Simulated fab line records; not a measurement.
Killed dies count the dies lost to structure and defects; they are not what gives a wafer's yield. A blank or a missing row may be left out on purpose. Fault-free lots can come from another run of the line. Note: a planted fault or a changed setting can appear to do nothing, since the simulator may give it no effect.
Which of the tools did it? -- flow rit-cmos -- 42 wafers from 14 lots sampled at 2 of the route's 202 steps

## WHAT EACH GAUGE READ, for each wafer
RIT_CONTACT_THK_MEAS_01. Usual: for CONTACT_TEOS_THK the level is 400 nm and the standard deviation is 4.8.
lot,measured,on,CONTACT_TEOS_THK (nm),flag
L582,day 3 17:31,film-metro-01,401 406 405,
L583,day 3 20:14,film-metro-02,396 407 408,
L584,day 3 20:42,film-metro-01,396 401 401,
L585,day 4 01:20,film-metro-01,399 404 404,
L589,day 5 00:18,film-metro-04,404 351 357,OFF
L590,day 5 06:50,film-metro-01,398 400 403,
L592,day 5 13:04,film-metro-04,342 395 399,OFF
L596,day 6 08:36,film-metro-02,386 392 404,
L597,day 6 14:10,film-metro-02,392 402 400,
L599,day 6 22:35,film-metro-01,395 388 397,
L600,day 7 05:55,film-metro-01,403 394 402,
L602,day 7 08:55,film-metro-01,399 402 405,
L603,day 7 17:28,film-metro-02,404 407 404,
L605,day 8 03:47,film-metro-04,405 400 398,

## EACH LOT AND THE TOOL THAT RAN IT (in order: tool; ch and the chambers of the sampled wafers; start)
lot,RIT_CONTACT_CVD_00
L582,"pecvd-02 ch 0,1,2, day 3 17:27"
L583,"pecvd-01 ch 0,1, day 3 20:10"
L584,"pecvd-03 ch 1,2, day 3 20:38"
L585,"pecvd-02 ch 0,1,2, day 4 01:17"
L589,"pecvd-01 ch 0,2, day 5 00:15"
L590,"pecvd-02 ch 1,2, day 5 06:47"
L592,"pecvd-01 ch 1,2, day 5 12:59"
L596,"pecvd-03 ch 0,1,2, day 6 08:33"
L597,"pecvd-02 ch 1,2, day 6 14:07"
L599,"pecvd-03 ch 0,1, day 6 22:31"
L600,"pecvd-02 ch 0,1, day 7 05:51"
L602,"pecvd-03 ch 0,1,2, day 7 08:50"
L603,"pecvd-02 ch 0,1,2, day 7 17:24"
L605,"pecvd-03 ch 0,1,2, day 8 03:44"
- RIT_CONTACT_CVD_00: deposits SiO2 from TEOS, target thk 400 nm, time 61 s.

## WHAT THE TOOLS THEMSELVES READ (means of the sampled wafers that have a number; where no wafer has one, the mark that the record gives instead)
RIT_CONTACT_CVD_00. Usual: heater-power-w 313 W, standard deviation 50; susceptor-temp-C 390.00 C, standard deviation 0.21.
lot,tool,heater-power-w (W),susceptor-temp-C (C),flag
L582,pecvd-02,298,389.95,
L583,pecvd-01,276,389.83,
L584,pecvd-03,311,389.83,
L585,pecvd-02,314,389.91,
L589,pecvd-01,379,389.98,
L590,pecvd-02,311,390.01,
L592,pecvd-01,300,390.18,
L596,pecvd-03,301,390.02,
L597,pecvd-02,290,390.02,
L599,pecvd-03,262,389.90,
L600,pecvd-02,309,390.19,
L602,pecvd-03,310,390.15,
L603,pecvd-02,310,389.97,
L605,pecvd-03,317,389.90,

## THE ANSWER, worked out from the rows above alone
Rule: a lot counts as off when the mean over its wafers that have a number is more than 3 standard deviations away from the usual mean. A lot without any number at a reading at which 4 lots or more have one is off too. All remaining lots with rows at the step are treated as sound. The gauges are gone through in route order, then the tools' own readings, and for those a lot's mean is taken as printed above. The first step at which some lot is off is used, and at that step the reading that is off furthest; a lot without a number counts as furthest.
Off: L589, L592, seen at RIT_CONTACT_THK_MEAS_01 (CONTACT_TEOS_THK).
A tool fits if, at a process step before that reading, it ran every lot that is off, and no sound lot after the first of them. Those tools and the gauges at RIT_CONTACT_THK_MEAS_01 are tried in the same way. One candidate fits, namely pecvd-01 at RIT_CONTACT_CVD_00. Its last sound lot is L583 (day 3 20:10), its first lot that is off L589 (day 5 00:15): a fault that began between those two fits.

## WHAT THE SIMULATOR HAD PUT IN
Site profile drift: pecvd-01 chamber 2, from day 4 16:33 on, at RIT_CONTACT_CVD_00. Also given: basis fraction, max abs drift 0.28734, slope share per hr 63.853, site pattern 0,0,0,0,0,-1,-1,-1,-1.
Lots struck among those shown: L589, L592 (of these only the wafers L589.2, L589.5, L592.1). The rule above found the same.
